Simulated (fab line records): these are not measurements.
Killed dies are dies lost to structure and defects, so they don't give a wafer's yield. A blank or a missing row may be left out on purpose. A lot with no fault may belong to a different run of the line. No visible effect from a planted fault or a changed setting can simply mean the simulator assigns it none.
A struck lot beside a sound one    flow berkeley_cmos170    17 out of 331 route steps
Sound: the wafers L892.2, L892.5, L892.6. Struck: wafers L901.1, L901.3, L901.4. The cause is given at the end.
Per side, at each step with rows, come the tool, then ch with its chambers, and then its first start. Under that, the readings that differ: sound wafers    struck wafers    difference of the means    sigmas: that difference in standard deviations of wafers without a fault.
alike: words and numbers the same on both sides, and readings whose means are apart by under 2 such deviations; not compared: readings that were withheld, readings missing a value for some wafer, numbers with overlapping values and no deviation given by the record, and bounds like >300 which may hide the same value.
A row with sigmas, a row that says differs or no value, or rows on one side alone: a step with any of these is where the two part. When numbers do not overlap yet have no deviation, they are printed without sigmas and do not part them. A reading that every wafer of one side lacks parts them only if that side has two wafers or more.

first, 1 step without rows for these wafers: UCB170_M3_SOFTBAKE_06 (time 60 s).
UCB170_M3_STRIP_07: strips in O2.
  sound on plasma_asher-01 ch 0,1, day 9 06:16; struck on plasma_asher-02 ch 0,1, day 11 09:52
  alike: drypump_motor_current_A, oes_product_au, strip_time_to_endpoint_s
  not compared: rf_hours_counter_h
then, 7 steps without rows for these wafers: UCB170_M3_STRIP_08 (strips KrF in DMSO, time 600 s); UCB170_M3_COAT_09; UCB170_M3_COAT_10 (resist thk 900 nm); UCB170_M3_SOFTBAKE_11 (time 60 s); UCB170_M3_EXPOSE_12 (exposes mask METAL3, target cd 700 nm); UCB170_M3_PEB_13; UCB170_M3_DEVELOP_14 (develop time 45 s).
UCB170_M3_CD_MEAS_15: target cd 700 nm.
  struck on cd_sem-02, day 11 12:03; sound on cd_sem-01, day 9 07:49
  alike: cd_nm
UCB170_M3_OVL_MEAS_16:
  struck on overlay-02, day 11 12:10; sound on overlay-02, day 9 07:55
  alike: M3_OVL
UCB170_M3_ETCH_17: etches BARC in N2/H2.
  sound on rie_diel-04 ch 0,1,3, day 9 07:57; struck on rie_diel-02 ch 0,2, day 11 12:12
  alike: drypump_motor_current_A, n2_flow_sccm, oes_product_au, throttle_valve_pct
UCB170_M3_METAL_ETCH_18: etches Al in Cl2/BCl3, stops on SiO2, target depth 1170 nm, time 195 s.
  sound on rie_metal-01 ch 0,1, day 9 07:59; struck on rie_metal-01 ch 0,1, day 11 12:14
reading                              sound              struck             difference  sigmas
oes_product_au (a.u.)                0.829 0.846 0.822  0.800 0.810 0.803  -0.028      -2
model.KrF_of_M3_COAT_10.thk_nm (nm)  241.5 253.5 204.9  408.2 377.4 409.8  +165.2      
model.M3.feature_depth_nm (nm)       939.1 949.9 949.2  824.4 872.3 816    -108.5      
model.etch.depth_nm (nm)             885.9 897.6 890.5  824.4 872.3 816    -53.8       
  alike: drypump_motor_current_A, he_backside_leak_sccm, throttle_valve_pct
  not compared: rf_hours_counter_h
UCB170_M3_STRIP_19: strips in O2.
  sound on plasma_asher-01 ch 0,1, day 9 08:11; struck on plasma_asher-01 ch 0,1, day 11 12:26
reading                sound              struck             difference  sigmas
oes_product_au (a.u.)  0.577 0.584 0.531  0.728 0.712 0.719  +0.156      +6
  alike: drypump_motor_current_A
  not compared: rf_hours_counter_h
UCB170_M3_CD_MEAS_90: target cd 700 nm.
  struck on cd_sem-02, day 11 12:32; sound on cd_sem-02, day 9 08:18
reading     sound        struck       difference  sigmas
cd_nm (nm)  708 708 704  716 716 719  +10         +2
UCB170_M3_BOW_MEAS_20:
  struck on film_metro-04, day 11 12:39; sound on film_metro-03, day 9 08:25
  alike: M3_BOW
UCB170_M3_PROBE_99:
  struck on prober-02, day 11 12:46; sound on prober-02, day 9 08:34
reading                            sound  struck  difference  sigmas
model.etest.antenna_m2.over_limit  0 0 0  1 1 1   +1          
model.etest.antenna_m2.short       0 0 0  1 1 1   +1          
model.etest.antenna_m3.short       0 0 0  1 1 1   +1          
model.etest.antenna_m3.over_limit  0 0 0  1 1 1   +1          

== WHERE THEY PART ==
At UCB170_M3_METAL_ETCH_18 first; at UCB170_M3_CD_MEAS_90 last (within this record only). Later steps at which nothing parts them and some readings are alike: UCB170_M3_BOW_MEAS_20.

WHY: what had been put in by the simulator
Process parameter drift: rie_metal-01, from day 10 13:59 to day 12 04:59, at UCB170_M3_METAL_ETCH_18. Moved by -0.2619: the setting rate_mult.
